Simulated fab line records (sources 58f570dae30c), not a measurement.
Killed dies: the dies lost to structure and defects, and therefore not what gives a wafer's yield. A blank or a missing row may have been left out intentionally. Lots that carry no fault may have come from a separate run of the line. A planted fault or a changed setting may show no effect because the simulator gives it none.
Which of the tools did it?	flow berkeleyCmos170	13 lots with 39 wafers sampled at 4 steps, on a route of 331 steps

== WHAT THE GAUGES SHOWED, per wafer ==
UCB170_V2_OVL_MEAS_13. Usual: V2_OVL gives -1 nm (standard deviation 4.9).
lot	measured	on	V2_OVL (nm)	flag
L742	day 7 23:34	overlay-02	-6 -3 -1	
L743	day 7 23:21	overlay-01	3 6 -7	
L747	day 8 07:34	overlay-01	-1 -4 -3	
L746	day 8 09:10	overlay-02	-11 -1 -3	
L745	day 8 09:18	overlay-01	-5 3 -4	
L744	day 8 09:29	overlay-02	0 -1 -2	
L756	day 10 17:47	overlay-02	-2 -4 4	
L758	day 11 00:09	overlay-01	-3 -2 -3	
L761	day 11 04:28	overlay-02	-4 -9 -2	
L762	day 12 00:41	overlay-02	0 0 -1	
L764	day 12 08:55	overlay-02	-8 -5 -5	
L765	day 12 09:38	overlay-02	-3 6 -5	
L763	day 12 09:44	overlay-01	-10 -4 -9	

UCB170_M3_OVL_MEAS_16. Usual: M3_OVL gives 2 nm (standard deviation 5).
lot	measured	on	M3_OVL (nm)	flag
L742	day 8 02:12	overlay-02	5 13 16	
L743	day 8 01:52	overlay-01	-2 -2 0	
L747	day 8 10:20	overlay-02	5 -3 11	
L746	day 8 11:54	overlay-02	3 -2 4	
L745	day 8 12:09	overlay-01	-4 -2 0	
L744	day 8 12:23	overlay-01	-5 -1 -1	
L756	day 10 21:07	overlay-02	-1 -3 6	
L758	day 11 02:36	overlay-02	7 13 11	
L761	day 11 08:01	overlay-02	8 -2 7	
L762	day 12 03:50	overlay-01	-5 -5 -13	
L764	day 12 12:02	overlay-01	11 8 8	
L765	day 12 12:41	overlay-01	2 8 4	
L763	day 12 12:56	overlay-02	-2 0 2	

UCB170_M3_BOW_MEAS_20. Usual: M3_BOW gives 35 um (standard deviation 6.8).
lot	measured	on	M3_BOW (um)	flag
L742	day 8 02:41	filmMetro-02	29 39 46	
L743	day 8 02:23	filmMetro-04	36 39 35	
L747	day 8 10:50	filmMetro-04	25 22 43	
L746	day 8 12:24	filmMetro-01	35 38 45	
L745	day 8 12:38	filmMetro-02	46 37 50	
L744	day 8 12:52	filmMetro-04	31 36 39	
L756	day 10 21:37	filmMetro-02	33 42 34	
L758	day 11 03:06	filmMetro-02	40 37 23	
L761	day 11 08:33	filmMetro-04	46 35 38	
L762	day 12 04:21	filmMetro-04	30 27 33	
L764	day 12 12:35	filmMetro-01	34 28 35	
L765	day 12 13:11	filmMetro-02	38 23 27	
L763	day 12 13:26	filmMetro-04	45 37 36	

== WHICH TOOL RAN EACH LOT (tool, then ch and the chambers of the sampled wafers, then the start) ==
lot	UCB170_V1_CMP_02
L742	cmp-02 ch 0,2,3, day 7 16:03
L743	cmp-01 ch 0,1,3, day 7 16:09
L747	cmp-01 ch 1,2,3, day 8 00:59
L746	cmp-01 ch 0,1, day 8 01:14
L745	cmp-01 ch 0,1,3, day 8 01:29
L744	cmp-01 ch 0,1,3, day 8 01:47
L756	cmp-02 ch 0,1, day 10 10:37
L758	cmp-02 ch 2,3, day 10 16:14
L761	cmp-02 ch 2,3, day 10 21:07
L762	cmp-01 ch 2,3, day 11 18:07
L764	cmp-01 ch 1,3, day 12 00:58
L765	cmp-01 ch 0,1,3, day 12 01:13
L763	cmp-02 ch 0,3, day 12 01:24
- UCB170_V1_CMP_02: polishes SiO2.

== AS READ BY THE TOOLS THEMSELVES (means over the sampled wafers that have a number; for cases with no such wafer, the mark the record gives instead) ==
UCB170_V1_CMP_02. Usual: motorCurrentA reads 15.4 A (standard deviation 1.3).
lot	tool	motorCurrentA (A)	flag
L742	cmp-02	15.5	
L743	cmp-01	16.3	
L747	cmp-01	15.7	
L746	cmp-01	15.8	
L745	cmp-01	15.3	
L744	cmp-01	15.8	
L756	cmp-02	14.3	
L758	cmp-02	16.2	
L761	cmp-02	16.3	
L762	cmp-01	15.9	
L764	cmp-01	16.7	
L765	cmp-01	15.8	
L763	cmp-02	14.3	

== THE ANSWER, worked out from the rows above alone ==
Rule: lot off if the mean of its wafers having a number is beyond 3 standard deviations from the usual mean. A lot without any number at a reading at which 4 lots or more have one is off too. Any other lot the step has rows for is counted as sound. After the gauges, taken in route order, come the tools' own readings; for these a lot's mean is taken, as printed above. At the first step where some lot is off, the reading lying furthest off is the one used; lots without a number count as furthest.
Nothing can be told from this: no lot is off at any reading shown.

== WHAT THE SIMULATOR PUT IN ==
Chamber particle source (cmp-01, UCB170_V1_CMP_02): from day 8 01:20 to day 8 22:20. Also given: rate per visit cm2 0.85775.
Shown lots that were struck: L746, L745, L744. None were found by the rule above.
